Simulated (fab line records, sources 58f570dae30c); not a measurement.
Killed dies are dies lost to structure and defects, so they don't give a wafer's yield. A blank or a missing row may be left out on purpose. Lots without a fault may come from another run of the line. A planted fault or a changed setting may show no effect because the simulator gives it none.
fab line records | flow berkeley_cmos170
record lots=6 wafers=18 last_day=11
route steps=331 shown M2@280 V2@292
lots that met no fault: from a run of the same line without faults
start_h: hours from the record's first day to the start of the lot's first wafer shown | wait_h: hours since the lot's step before | " the same as in the row above | L1.1+2: a row that stands for several wafers | - no value, or no start given | * or withheld: withheld | < > ~ a bound
route shown NAME@n: a module of which the file shows steps, and the number in the route of the first | usual: mean/standard deviation of fault-free wafers | same: alike in all rows | chamber/n: place in a boat | sites: the reading at each site | _std_site: their standard deviation | _edge_site: outer sites' mean less inner sites' | radius_mm: how far each site lies from the wafer's centre | mask NAME#n: copy n | behind: the tool/chamber that last shaped the wafer | hold: why the lot was held/for how many hours/how that ended | device: the transistor (n, p or np) that didn't switch | end of line: the same wafers' tests at the end of the route | a step without rows: its recipe alone | killed: dies lost to structure and defects at the first sort, not the wafer's yield | map: a wafer's dies, x killed, . not, _ none there
set.NAME: the setting as run; set.NAME@STEP: as run at that earlier step | model.NAME: the simulator's own value behind a step, which no gauge read
lots at some steps of the route; a table a step, a row a wafer
services: from which hour (start_h, from the record's first day; less than 0 if before it) a tool's chamber was out of use, for how many hours, and why
## steps
# step UCB170_M2_COAT_09
# recipe resist=BARC temp_c=withheld time_s=withheld spin_rpm=3000 resist_thk_nm=withheld
# step UCB170_M2_COAT_10
# recipe resist=KrF spin_rpm=1500 resist_thk_nm=900
# step UCB170_M2_SOFTBAKE_11
# recipe resist=KrF temp_c=130 time_s=60
# step UCB170_M2_EXPOSE_12
# recipe mask_id=METAL2 target_cd_nm=700 na=0.5 sigma_outer=0.6 source_shape=conventional dose_mj=26
# step UCB170_M2_PEB_13
# recipe peb_temp_c=130 peb_time_s=withheld resist=KrF
# step UCB170_M2_DEVELOP_14
# recipe developer=TMAH develop_time_s=45 resist=KrF dev_temp_c=21
# step UCB170_M2_CD_MEAS_15
# recipe target_cd_nm=700
# usual cd_nm=700.2/1.4
# columns lot.wafer tool chamber start_h wait_h cd_nm
L669.3 cd_sem-01 - 161.37 - 701.3
L669.4 " - " " 701.4
L669.5 " - " " 700.6
L675.1 cd_sem-02 - 187.53 - 701.4
L675.4 " - " " 700.8
L675.6 " - " " 699.8
L677.3 cd_sem-01 - 206.49 - 700.4
L677.4 " - " " 698.9
L677.6 " - " " 699.6
L680.1 cd_sem-02 - 210.23 - 699.5
L680.4 " - " " 699.1
L680.6 " - " " 699.9
L683.1 cd_sem-02 - 254.00 - 700.7
L683.2 " - " " 699.8
L683.4 " - " " 698.9
L687.2 cd_sem-01 - 255.02 - 700.9
L687.3 " - " " 701.8
L687.4 " - " " 702.8
# step UCB170_M2_OVL_MEAS_16
# usual M2_OVL=-4/5.7
# columns lot.wafer tool chamber start_h wait_h M2_OVL[nm]
L669.3 overlay-01 - 161.46 0.1 -5
L669.4 " - " " -6
L669.5 " - " " -13
L675.1 overlay-01 - 187.65 0.1 -6
L675.4 " - " " -4
L675.6 " - " " -7
L677.3 overlay-01 - 206.58 0.1 -4
L677.4 " - " " -2
L677.6 " - " " -2
L680.1 overlay-01 - 210.35 0.1 -5
L680.4 " - " " -5
L680.6 " - " " 1
L683.1 overlay-01 - 254.12 0.1 -6
L683.2 " - " " 0
L683.4 " - " " -3
L687.2 overlay-01 - 255.13 0.1 -2
L687.3 " - " " -10
L687.4 " - " " -9
# step UCB170_M2_ETCH_17
# recipe chemistry=N2/H2 target_depth_a=withheld overetch_a=withheld target=BARC time_s=withheld source_w=500 bias_w=100 pressure_mtorr=30 n2_flow_sccm=100 h2_flow_sccm=200
# usual drypump_motor_current_A=5.8/0.46 oes_product_au=1.010/0.027 throttle_valve_pct=13.30/0.17
# columns lot.wafer tool chamber start_h wait_h drypump_motor_current_A oes_product_au throttle_valve_pct
L669.3 rie_diel-04 3 161.48 0.0 6.2 0.980 13.19
L669.4 " 1 " " 5.3 0.988 13.53
L669.5 " 3 " " 6.2 0.971 13.18
L675.1 rie_diel-04 2 187.69 0.0 5.9 1.030 13.49
L675.4 " 1 " " 5.3 1.010 13.53
L675.6 " 2 " " 5.9 1.042 13.48
L677.3 rie_diel-03 0 206.61 0.0 5.3 1.019 13.23
L677.4 " 3 " " 6.0 0.991 13.20
L677.6 " 2 " " 6.6 1.057 13.16
L680.1 rie_diel-03 0 210.38 0.0 5.3 1.025 13.22
L680.4 " 2 " " 6.6 1.053 13.18
L680.6 " 3 " " 6.0 1.009 13.20
L683.1 rie_diel-04 2 254.16 0.0 5.9 1.032 13.51
L683.2 " 3 " " 6.2 0.972 13.20
L683.4 " 1 " " 5.2 0.995 13.53
L687.2 rie_diel-01 0 255.16 0.0 5.6 1.010 13.33
L687.3 " 2 " " 5.2 1.014 13.10
L687.4 " 2 " " 5.3 1.010 13.09
# step UCB170_M2_METAL_ETCH_18
# recipe chemistry=Cl2/BCl3 target=Al stop_on=SiO2 pressure_mtorr=12 target_depth_a=11700 over_etch_frac=0.3 time_s=195 icp_w=600 bias_w=120 Cl2_flow_sccm=90 bcl3_flow_sccm=45
# usual drypump_motor_current_A=5.6/0.38 oes_product_au=0.861/0.012 throttle_valve_pct=24.27/0.17
# columns lot.wafer tool chamber start_h wait_h drypump_motor_current_A oes_product_au rf_hours_counter_h throttle_valve_pct
L669.3 rie_metal-03 0 161.59 - 5.5 0.881 - 24.53
L669.4 " 1 " " 6.2 0.864 - 24.07
L669.5 " 1 " " 6.2 0.874 - 24.09
L675.1 rie_metal-04 0 187.73 - 5.4 0.846 2 24.17
L675.4 " 0 " " 5.4 0.874 - 24.14
L675.6 " 0 " " 5.5 0.843 - 24.17
L677.3 rie_metal-04 1 206.71 - 5.0 0.863 - 24.21
L677.4 " 0 " " 5.5 0.851 - 24.14
L677.6 " 1 " " 5.0 0.870 - 24.20
L680.1 rie_metal-03 0 210.43 - 5.6 0.867 2 24.53
L680.4 " 1 " " 6.2 0.870 - 24.09
L680.6 " 1 " " 6.2 0.871 - 24.07
L683.1 rie_metal-03 0 254.20 - 5.5 0.878 3 24.52
L683.2 " 1 " " 6.2 0.871 13 24.07
L683.4 " 0 " " 5.5 0.879 - 24.52
L687.2 rie_metal-04 0 255.20 - 5.4 0.868 4 24.16
L687.3 " 0 " " 5.5 0.869 - 24.16
L687.4 " 1 " " 5.0 0.876 - 24.19
# step UCB170_M2_STRIP_19
# recipe chemistry=O2 power_w=400 pressure_mtorr=3500 platen_temp_c=withheld o2_flow_sccm=400 overash_fraction=0.5
# usual drypump_motor_current_A=5.66/0.24 oes_product_au=0.529/0.021
# columns lot.wafer tool chamber start_h wait_h drypump_motor_current_A oes_product_au rf_hours_counter_h
L669.3 plasma_asher-01 0 161.74 0.1 5.57 0.538 -
L669.4 " 1 " " 5.43 0.540 -
L669.5 " 0 " " 5.57 0.552 -
L675.1 plasma_asher-02 0 187.92 0.1 5.37 0.526 9
L675.4 " 1 " " 5.83 0.523 -
L675.6 " 0 " " 5.38 0.529 -
L677.3 plasma_asher-02 1 206.87 0.1 5.82 0.515 -
L677.4 " 0 " " 5.39 0.523 -
L677.6 " 1 " " 5.78 0.516 -
L680.1 plasma_asher-01 0 210.61 0.1 5.57 0.509 53
L680.4 " 0 " " 5.58 0.539 -
L680.6 " 0 " " 5.58 0.540 -
L683.1 plasma_asher-02 1 254.39 0.1 5.83 0.525 17
L683.2 " 0 " " 5.35 0.547 17
L683.4 " 0 " " 5.39 0.509 -
L687.2 plasma_asher-01 0 255.53 0.2 5.58 0.524 58
L687.3 " 1 " " 5.43 0.521 -
L687.4 " 0 " " 5.58 0.521 -
# step UCB170_M2_CD_MEAS_90
# recipe target_cd_nm=700
# usual cd_nm=700/4.5
# columns lot.wafer tool chamber start_h wait_h cd_nm
L669.3 cd_sem-02 - 161.85 0.1 700
L669.4 " - " " 702
L669.5 " - " " 703
L675.1 cd_sem-02 - 188.02 0.1 702
L675.4 " - " " 698
L675.6 " - " " 699
L677.3 cd_sem-02 - 207.01 0.1 697
L677.4 " - " " 700
L677.6 " - " " 700
L680.1 cd_sem-02 - 210.71 0.1 699
L680.4 " - " " 700
L680.6 " - " " 701
L683.1 cd_sem-02 - 254.49 0.1 701
L683.2 " - " " 699
L683.4 " - " " 702
L687.2 cd_sem-02 - 255.65 0.1 701
L687.3 " - " " 701
L687.4 " - " " 699
# step UCB170_V2_CVD_00
# recipe material=SiO2 target_thk_nm=2000 temp_c=390 precursor=TEOS/O2 time_s=250 rf_w=550 pressure_mtorr=9000
# usual heater_power_w=221/45 rf_fwd_power_W=548.3/1.7
# columns lot.wafer tool chamber start_h wait_h heater_power_w rf_fwd_power_W model.SiO2_of_V2_CVD_00.thk_nm
L669.3 pecvd-02 1 161.93 0.1 324 548.4 2032
L669.4 " 2 " " 190 548.3 2000
L669.5 " 1 " " 232 548.9 2050
L675.1 pecvd-04 0 188.14 0.1 216 544.5 1990
L675.4 " 1 " " 223 547.5 1995
L675.6 " 2 " " 206 547.0 2010
L677.3 pecvd-04 1 207.09 0.1 131 771.0 2220
L677.4 " 2 " " 130 767.1 2255
L677.6 " 1 " " 75 770.0 2237
L680.1 pecvd-04 2 210.83 0.1 220 768.9 2218
L680.4 " 2 " " 132 769.0 2269
L680.6 " 1 " " 76 766.6 2232
L683.1 pecvd-02 2 254.61 0.1 262 548.3 1958
L683.2 " 0 " " 227 547.0 1956
L683.4 " 2 " " 198 548.9 1997
L687.2 pecvd-02 0 255.75 0.1 211 549.0 1956
L687.3 " 2 " " 196 548.7 1974
L687.4 " 0 " " 164 548.3 1989
# step UCB170_V2_THK_MEAS_01
# recipe reads=SiO2_of_V2_CVD_00
# usual V2_TEOS_THK=2000/34
# columns lot.wafer tool chamber start_h wait_h V2_TEOS_THK[nm]
L669.3 film_metro-02 - 162.11 0.1 2032
L669.4 " - " " 1999
L669.5 " - " " 2052
L675.1 film_metro-01 - 188.29 0.1 1989
L675.4 " - " " 1995
L675.6 " - " " 2010
L677.3 film_metro-01 - 207.26 0.1 2220
L677.4 " - " " 2255
L677.6 " - " " 2238
L680.1 film_metro-02 - 210.99 0.1 2219
L680.4 " - " " 2269
L680.6 " - " " 2231
L683.1 film_metro-02 - 254.84 0.2 1961
L683.2 " - " " 1956
L683.4 " - " " 1997
L687.2 film_metro-03 - 256.00 0.2 1957
L687.3 " - " " 1975
L687.4 " - " " 1989
# step UCB170_V2_CMP_02
# recipe material=SiO2 down_force_psi=6 platen_rpm=60 pad_velocity_m_s=0.75398
# usual motor_current_A=15.7/2.2 retaining_ring_pressure_frac=0.999/0.0049
# columns lot.wafer tool chamber start_h wait_h motor_current_A retaining_ring_pressure_frac
L669.3 cmp-01 3 162.20 0.1 13.4 0.998
L669.4 " 0 " " 16.0 0.997
L669.5 " 3 " " 13.5 1.000
L675.4 cmp-02 2 188.50 0.2 14.3 0.998
L675.1 " 3 " " 18.6 1.010
L675.6 " 0 " " 16.7 1.004
L677.3 cmp-01 0 207.30 0.0 15.9 0.994
L677.4 " 3 " " 14.4 1.000
L677.6 " 0 " " 16.1 1.002
L680.1 cmp-01 2 211.10 0.1 13.6 0.988
L680.4 " 0 " " 15.8 1.016
L680.6 " 2 " " 13.5 1.001
L683.1 cmp-02 0 254.90 0.1 17.0 0.998
L683.4 " 1 " " 17.9 1.006
L683.2 " 3 " " 17.9 1.001
L687.3 cmp-01 1 256.05 0.0 14.2 0.996
L687.2 " 2 " " 13.9 0.997
L687.4 " 3 " " 12.9 1.003
## services
# columns tool chamber start_h hours kind
plasma_asher-02 - 146.21 1.0 repair
pecvd-04 0 149.50 - clean
pecvd-04 1 149.50 - clean
pecvd-04 2 149.50 - clean
plasma_asher-01 - 165.95 0.4 repair
rie_diel-04 3 166.57 13.6 repair
rie_metal-03 - 174.56 5.4 repair
rie_metal-03 - 179.26 2.1 repair
cmp-02 - 182.15 0.4 repair
cmp-01 - 187.86 3.7 repair
rie_diel-03 - 189.77 4.3 pm
rie_diel-03 1 194.10 - clean
rie_metal-03 - 194.22 2.8 pm
cmp-02 - 196.73 4.3 pm
pecvd-02 - 198.27 14.6 pm
rie_diel-04 2 210.61 - clean
rie_diel-04 2 210.61 17.3 scheduled_down
rie_diel-04 2 210.61 17.3 vent_cycle
cmp-01 - 220.17 1.5 repair
plasma_asher-01 - 228.80 5.0 repair
cmp-02 - 229.28 0.5 repair
cmp-02 - 232.00 4.0 pm
cmp-02 - 233.20 1.1 repair
pecvd-02 1 254.33 4.5 repair
## key
first_sign step=UCB170_V2_CVD_00 reading=rf_fwd_power_W direction=up sigmas=99+ usual=548.3 struck=768.8
effect step=UCB170_V2_CVD_00 reading=heater_power_w direction=down sigmas=2.1 usual=221 struck=127
effect step=UCB170_V2_THK_MEAS_01 reading=V2_TEOS_THK direction=up sigmas=7.1 usual=2000 struck=2239
model_effect step=UCB170_V2_CVD_00 value=SiO2_of_V2_CVD_00.thk_nm without=2025 struck=2238
met_at UCB170_V2_CVD_00
struck_wafers L677.3,L677.4,L677.6,L680.1,L680.4,L680.6
onset_between 188.14 207.09
fault kind=process_parameter_drift tool=pecvd-04 chamber=- onset_h=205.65 steps=UCB170_V2_CVD_00 channel=rf_w offset=220 shape=step end_h=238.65 acts_in=these_recipes_only stated=550
